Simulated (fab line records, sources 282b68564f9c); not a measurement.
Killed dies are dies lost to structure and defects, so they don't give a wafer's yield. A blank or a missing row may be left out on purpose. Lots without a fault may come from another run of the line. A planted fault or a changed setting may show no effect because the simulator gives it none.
A sampling plan put to the test | flow rit_cmos | one fab line, 37 faults that these records tell of, each judged on the records of the lots that it struck
The plan is the line's own looks: the steps of the route at which a gauge or an inspection reads the wafer and doesn't change it. A look can be judged if struck wafers have a number there and the file gives its usual mean and standard deviation on fault-free wafers. Caught: at a look after the fault's first step, the mean of the struck wafers lies 4 or more of those standard deviations (sigma) from the usual mean. On the tool: the same test on the tool's own readings at the fault's steps. Another recipe on the struck wafers, or a record that is blank for them alone, also counts as caught.

THE FAULTS, as the simulator had put them in
1. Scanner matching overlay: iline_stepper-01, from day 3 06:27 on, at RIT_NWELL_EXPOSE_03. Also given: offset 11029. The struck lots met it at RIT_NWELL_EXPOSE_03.
2. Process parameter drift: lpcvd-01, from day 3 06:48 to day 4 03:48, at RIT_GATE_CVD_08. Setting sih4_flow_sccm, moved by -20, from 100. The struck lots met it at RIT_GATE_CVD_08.
3. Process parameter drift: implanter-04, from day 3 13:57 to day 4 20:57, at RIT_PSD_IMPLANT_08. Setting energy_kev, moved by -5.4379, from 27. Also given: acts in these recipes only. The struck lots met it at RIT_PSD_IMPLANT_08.
4. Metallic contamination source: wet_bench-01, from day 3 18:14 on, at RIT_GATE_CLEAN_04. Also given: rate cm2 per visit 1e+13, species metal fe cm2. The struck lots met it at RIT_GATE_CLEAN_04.
5. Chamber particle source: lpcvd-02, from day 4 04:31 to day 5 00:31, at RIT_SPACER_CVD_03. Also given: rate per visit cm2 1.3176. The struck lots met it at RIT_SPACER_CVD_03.
6. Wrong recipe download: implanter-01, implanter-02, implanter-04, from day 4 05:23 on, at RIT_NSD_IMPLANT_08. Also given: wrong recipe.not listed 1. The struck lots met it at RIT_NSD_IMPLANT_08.
7. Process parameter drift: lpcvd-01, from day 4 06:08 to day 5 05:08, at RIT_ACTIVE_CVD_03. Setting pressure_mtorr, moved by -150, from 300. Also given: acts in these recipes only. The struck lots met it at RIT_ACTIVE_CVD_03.
8. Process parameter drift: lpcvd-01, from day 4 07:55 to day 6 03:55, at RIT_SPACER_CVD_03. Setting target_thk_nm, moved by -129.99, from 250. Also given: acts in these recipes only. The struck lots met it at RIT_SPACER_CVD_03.
9. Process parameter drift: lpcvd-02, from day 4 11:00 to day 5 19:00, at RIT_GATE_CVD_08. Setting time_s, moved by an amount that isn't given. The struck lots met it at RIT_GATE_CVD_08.
10. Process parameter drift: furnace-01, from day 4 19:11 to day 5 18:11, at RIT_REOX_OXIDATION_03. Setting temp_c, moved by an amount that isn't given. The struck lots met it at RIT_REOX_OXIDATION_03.
11. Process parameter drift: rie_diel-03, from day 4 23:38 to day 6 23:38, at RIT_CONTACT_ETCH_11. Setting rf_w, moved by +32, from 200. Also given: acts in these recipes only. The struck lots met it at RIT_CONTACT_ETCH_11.
12. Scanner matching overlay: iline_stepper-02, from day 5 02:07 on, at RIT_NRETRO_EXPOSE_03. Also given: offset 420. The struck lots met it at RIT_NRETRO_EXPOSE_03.
13. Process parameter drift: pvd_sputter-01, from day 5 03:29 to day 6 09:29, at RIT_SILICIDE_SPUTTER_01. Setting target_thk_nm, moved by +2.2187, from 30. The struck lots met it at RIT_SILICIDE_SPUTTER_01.
14. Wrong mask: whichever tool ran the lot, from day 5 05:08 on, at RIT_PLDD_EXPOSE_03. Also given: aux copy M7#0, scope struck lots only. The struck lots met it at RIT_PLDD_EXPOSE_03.
15. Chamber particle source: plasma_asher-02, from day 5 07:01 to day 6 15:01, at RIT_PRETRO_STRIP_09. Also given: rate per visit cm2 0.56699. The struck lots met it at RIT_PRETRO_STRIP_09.
16. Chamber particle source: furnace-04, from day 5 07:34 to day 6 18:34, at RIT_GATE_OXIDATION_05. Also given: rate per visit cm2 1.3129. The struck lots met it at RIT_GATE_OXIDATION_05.
17. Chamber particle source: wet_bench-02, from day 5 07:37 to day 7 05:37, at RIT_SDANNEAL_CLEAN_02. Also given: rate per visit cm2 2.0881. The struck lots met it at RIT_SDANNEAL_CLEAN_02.
18. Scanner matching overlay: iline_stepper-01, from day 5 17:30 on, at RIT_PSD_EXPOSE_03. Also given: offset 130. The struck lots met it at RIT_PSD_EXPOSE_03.
19. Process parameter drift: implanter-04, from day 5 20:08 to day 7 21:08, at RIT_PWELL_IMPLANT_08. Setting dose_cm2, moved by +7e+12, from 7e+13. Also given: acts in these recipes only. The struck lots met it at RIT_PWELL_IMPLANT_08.
20. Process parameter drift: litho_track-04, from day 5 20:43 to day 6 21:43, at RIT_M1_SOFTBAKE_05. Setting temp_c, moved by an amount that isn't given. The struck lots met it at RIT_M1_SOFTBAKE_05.
21. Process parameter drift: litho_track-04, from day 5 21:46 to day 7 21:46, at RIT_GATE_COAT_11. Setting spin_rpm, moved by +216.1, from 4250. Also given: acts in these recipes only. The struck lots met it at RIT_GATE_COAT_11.
22. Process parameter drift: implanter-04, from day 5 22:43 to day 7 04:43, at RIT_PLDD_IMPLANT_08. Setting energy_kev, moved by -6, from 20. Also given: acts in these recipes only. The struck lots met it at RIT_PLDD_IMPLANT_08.
23. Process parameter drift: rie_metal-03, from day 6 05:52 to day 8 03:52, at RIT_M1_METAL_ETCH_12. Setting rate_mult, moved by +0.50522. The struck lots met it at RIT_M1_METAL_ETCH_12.
24. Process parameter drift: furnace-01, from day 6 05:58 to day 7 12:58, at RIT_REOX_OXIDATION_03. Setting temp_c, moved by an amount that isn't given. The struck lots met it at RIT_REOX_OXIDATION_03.
25. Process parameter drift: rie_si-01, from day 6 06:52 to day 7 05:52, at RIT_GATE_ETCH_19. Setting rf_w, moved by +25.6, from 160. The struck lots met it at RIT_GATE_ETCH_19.
26. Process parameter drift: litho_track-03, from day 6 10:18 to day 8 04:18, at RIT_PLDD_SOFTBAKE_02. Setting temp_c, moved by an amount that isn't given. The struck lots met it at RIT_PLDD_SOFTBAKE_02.
27. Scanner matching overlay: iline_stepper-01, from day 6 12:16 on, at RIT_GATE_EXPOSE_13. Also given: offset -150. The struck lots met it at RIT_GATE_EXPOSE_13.
28. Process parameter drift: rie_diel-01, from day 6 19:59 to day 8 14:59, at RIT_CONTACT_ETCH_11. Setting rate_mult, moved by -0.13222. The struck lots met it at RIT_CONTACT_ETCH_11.
29. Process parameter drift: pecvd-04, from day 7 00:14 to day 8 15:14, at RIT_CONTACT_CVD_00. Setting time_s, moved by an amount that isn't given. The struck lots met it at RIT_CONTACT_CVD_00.
30. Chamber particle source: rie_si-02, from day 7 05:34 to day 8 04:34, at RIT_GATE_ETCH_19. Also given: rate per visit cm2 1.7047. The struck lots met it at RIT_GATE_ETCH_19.
31. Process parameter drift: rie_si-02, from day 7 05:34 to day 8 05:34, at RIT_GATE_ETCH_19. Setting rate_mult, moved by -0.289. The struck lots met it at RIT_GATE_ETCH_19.
32. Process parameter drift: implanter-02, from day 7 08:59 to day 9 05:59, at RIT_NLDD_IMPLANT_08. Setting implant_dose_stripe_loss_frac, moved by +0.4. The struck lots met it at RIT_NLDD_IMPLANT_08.
33. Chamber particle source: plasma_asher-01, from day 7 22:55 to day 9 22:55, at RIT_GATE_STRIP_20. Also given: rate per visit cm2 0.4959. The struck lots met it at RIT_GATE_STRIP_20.
34. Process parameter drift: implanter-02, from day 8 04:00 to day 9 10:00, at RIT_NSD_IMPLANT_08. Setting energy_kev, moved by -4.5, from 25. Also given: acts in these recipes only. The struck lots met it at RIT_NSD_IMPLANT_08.
35. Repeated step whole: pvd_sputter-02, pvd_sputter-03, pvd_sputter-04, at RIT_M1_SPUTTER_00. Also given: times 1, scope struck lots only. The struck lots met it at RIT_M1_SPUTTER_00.
36. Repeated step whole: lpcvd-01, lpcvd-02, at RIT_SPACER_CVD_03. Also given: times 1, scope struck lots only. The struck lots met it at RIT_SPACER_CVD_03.
37. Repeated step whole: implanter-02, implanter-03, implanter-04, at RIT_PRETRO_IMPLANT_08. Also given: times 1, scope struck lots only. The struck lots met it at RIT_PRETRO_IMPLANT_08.

WHAT THE PLAN SAW
fault | on the tool itself                      | first look that catches it                      | reading, sigma                                                  | median hours from its first step to that look | hours from the fault's start to the first struck lot there | judged looks passed uncaught
1     | no reading that can be judged           | no look after it can be judged                  | -                                                               | -                                             | -                                                          | 0
2     | sih4_flow_sccm -68 sigma                | RIT_GATE_THK_MEAS_09                            | GATE_POLY_THK -26                                               | 1.6                                           | 5                                                          | 0
3     | beam_energy_keV -99 or beyond sigma     | RIT_PSD_TW_MEAS_10                              | PSD_TW -4.6                                                     | 0.3                                           | 2                                                          | 0
4     | no reading that can be judged           | none of the 7 looks that can be judged after it | strongest: FIELD_OXIDE_LEFT_2_THK at RIT_FOX2_THK_MEAS_91, -2.1 | -                                             | -                                                          | 7
5     | no reading that can be judged           | no look after it can be judged                  | -                                                               | -                                             | -                                                          | 0
6     | under 2 sigma                           | RIT_SDANNEAL_RS_MEAS_05                         | NSD_RS +99 or beyond                                            | 2.4                                           | 7                                                          | 0
7     | pressure_mtorr -99 or beyond sigma      | RIT_ACTIVE_THK_MEAS_04                          | ACTIVE_NITRIDE_THK -25                                          | 1.4                                           | 7                                                          | 0
8     | no reading that can be judged           | RIT_SPACER_THK_MEAS_04                          | SPACER_NITRIDE_THK -46                                          | 1.9                                           | 1                                                          | 0
9     | under 2 sigma                           | RIT_GATE_THK_MEAS_09                            | GATE_POLY_THK -9.0                                              | 1.6                                           | 7                                                          | 0
10    | tube_center_temp_C +96 sigma            | not the one look that can be judged after it    | strongest: REOX_OXIDE_THK at RIT_REOX_THK_MEAS_04, +3.8         | -                                             | -                                                          | 1
11    | rf_fwd_power_W +50 sigma                | no look after it can be judged                  | -                                                               | -                                             | -                                                          | 0
12    | no reading that can be judged           | RIT_NRETRO_OVL_MEAS_06                          | NRETRO_OVL +99 or beyond                                        | 0.4                                           | 2                                                          | 0
13    | under 2 sigma                           | RIT_SILICIDE_RS_MEAS_02                         | SILICIDE_TI_RS -6.2                                             | 0.2                                           | 2                                                          | 0
14    | under 2 sigma                           | RIT_PLDD_TW_MEAS_10                             | PLDD_TW -93                                                     | 0.9                                           | 5                                                          | 0
15    | under 2 sigma                           | no look after it can be judged                  | -                                                               | -                                             | -                                                          | 0
16    | under 2 sigma                           | no look after it can be judged                  | -                                                               | -                                             | -                                                          | 0
17    | no reading that can be judged           | no look after it can be judged                  | -                                                               | -                                             | -                                                          | 0
18    | under 2 sigma                           | RIT_PSD_OVL_MEAS_06                             | PSD_OVL +93                                                     | 0.5                                           | 14                                                         | 0
19    | dose_ions_cm2 +96 sigma                 | RIT_WELLDRIVE_RS_MEAS_02                        | PWELL_RS -20                                                    | 10.0                                          | 13                                                         | 0
20    | heater_power_total_W +17 sigma          | not the one look that can be judged after it    | -                                                               | -                                             | -                                                          | 1
21    | spin_speed_rpm +65 sigma                | none of the 2 looks that can be judged after it | -                                                               | -                                             | -                                                          | 2
22    | beam_energy_keV -99 or beyond sigma     | RIT_PLDD_TW_MEAS_10                             | PLDD_TW -9.3                                                    | 0.3                                           | 4                                                          | 0
23    | under 2 sigma                           | not the one look that can be judged after it    | strongest: cd_nm at RIT_M1_CD_MEAS_90, -3.2                     | -                                             | -                                                          | 1
24    | tube_center_temp_C -99 or beyond sigma  | RIT_REOX_THK_MEAS_04                            | REOX_OXIDE_THK -4.8                                             | 2.6                                           | 11                                                         | 0
25    | rf_fwd_power_W +50 sigma                | no look after it can be judged                  | -                                                               | -                                             | -                                                          | 0
26    | heater_power_total_W -76 sigma          | not the one look that can be judged after it    | -                                                               | -                                             | -                                                          | 1
27    | under 2 sigma                           | RIT_GATE_OVL_MEAS_17                            | GATE_OVL -99 or beyond                                          | 0.5                                           | 8                                                          | 0
28    | under 2 sigma                           | none of the 7 looks that can be judged after it | -                                                               | -                                             | -                                                          | 7
29    | only faintly: run_length_s +3.9 sigma   | not the one look that can be judged after it    | strongest: CONTACT_TEOS_THK at RIT_CONTACT_THK_MEAS_01, +3.4    | -                                             | -                                                          | 1
30    | under 2 sigma                           | not the one look that can be judged after it    | -                                                               | -                                             | -                                                          | 1
31    | only faintly: oes_product_au -3.5 sigma | no look after it can be judged                  | -                                                               | -                                             | -                                                          | 0
32    | under 2 sigma                           | RIT_SDANNEAL_RS_MEAS_07                         | NLDD_RS +10                                                     | 12.3                                          | 20                                                         | 0
33    | under 2 sigma                           | no look after it can be judged                  | -                                                               | -                                             | -                                                          | 0
34    | beam_energy_keV -99 or beyond sigma     | RIT_NSD_TW_MEAS_10                              | NSD_TW -5.4                                                     | 0.3                                           | 3                                                          | 0
35    | under 2 sigma                           | RIT_M1_RS_MEAS_01                               | M1_AL_RS -41                                                    | 0.8                                           | -                                                          | 0
36    | under 2 sigma                           | RIT_SPACER_THK_MEAS_04                          | SPACER_NITRIDE_THK +89                                          | 4.0                                           | -                                                          | 0
37    | under 2 sigma                           | RIT_PRETRO_TW_MEAS_10                           | PRETRO_TW +32                                                   | 0.6                                           | -                                                          | 0
A dash: the fault isn't caught, or these records don't give the number.

Caught at a look: 19 of 37. Caught on the tool: 13 of 37. By one or the other: 25 of 37.
Caught on the tool alone: faults 10, 11, 20, 21, 25, 26.
Caught at a look alone: faults 6, 8, 9, 12, 13, 14, 18, 27, 32, 35, 36, 37.
Caught by neither: faults 1, 4, 5, 15, 16, 17, 23, 28, 29, 30, 31, 33.

THINNER SAMPLING
If the look that catches a fault measured only every second or every third lot, by lot number, the first struck lot would be measured this late in the worst case:
fault | struck lots at that look, in order of time | every lot | every second lot | every third lot
2     | L453, L455                                 | 5 h       | may miss all 2   | may miss all 2
3     | L958, L959                                 | 2 h       | 5 h              | may miss all 2
6     | L439, L440, L441, L442                     | 7 h       | 9 h              | 12 h
7     | L856, L857, L859                           | 7 h       | 12 h             | may miss all 3
8     | L127, L128, L133                           | 1 h       | 3 h              | may miss all 3
9     | L991, L993                                 | 7 h       | may miss all 2   | may miss all 2
12    | L309, L310, L312                           | 2 h       | 4 h              | may miss all 3
13    | L292, L294                                 | 2 h       | may miss all 2   | may miss all 2
14    | L276                                       | 5 h       | may miss it      | may miss it
18    | L262, L267, L268                           | 14 h      | 58 h             | may miss all 3
19    | L762, L764                                 | 13 h      | may miss all 2   | may miss all 2
22    | L129, L130                                 | 4 h       | 22 h             | may miss all 2
24    | L476, L479                                 | 11 h      | 29 h             | may miss all 2
27    | L418, L419                                 | 8 h       | 14 h             | may miss all 2
32    | L425, L426                                 | 20 h      | 20 h             | may miss all 2
34    | L777, L778                                 | 3 h       | 12 h             | may miss all 2
Hours are from the fault's start to the first struck lot that is measured. The limit of 4 sigma was tested on all struck wafers together, so one lot alone may lie under it. Other struck lots may not be in these records.

THE LONGEST TIMED WAY FROM STEP TO LOOK
Fault 32: a median of 12.3 hours passes between RIT_NLDD_IMPLANT_08 and RIT_SDANNEAL_RS_MEAS_07. No look between them can be judged.
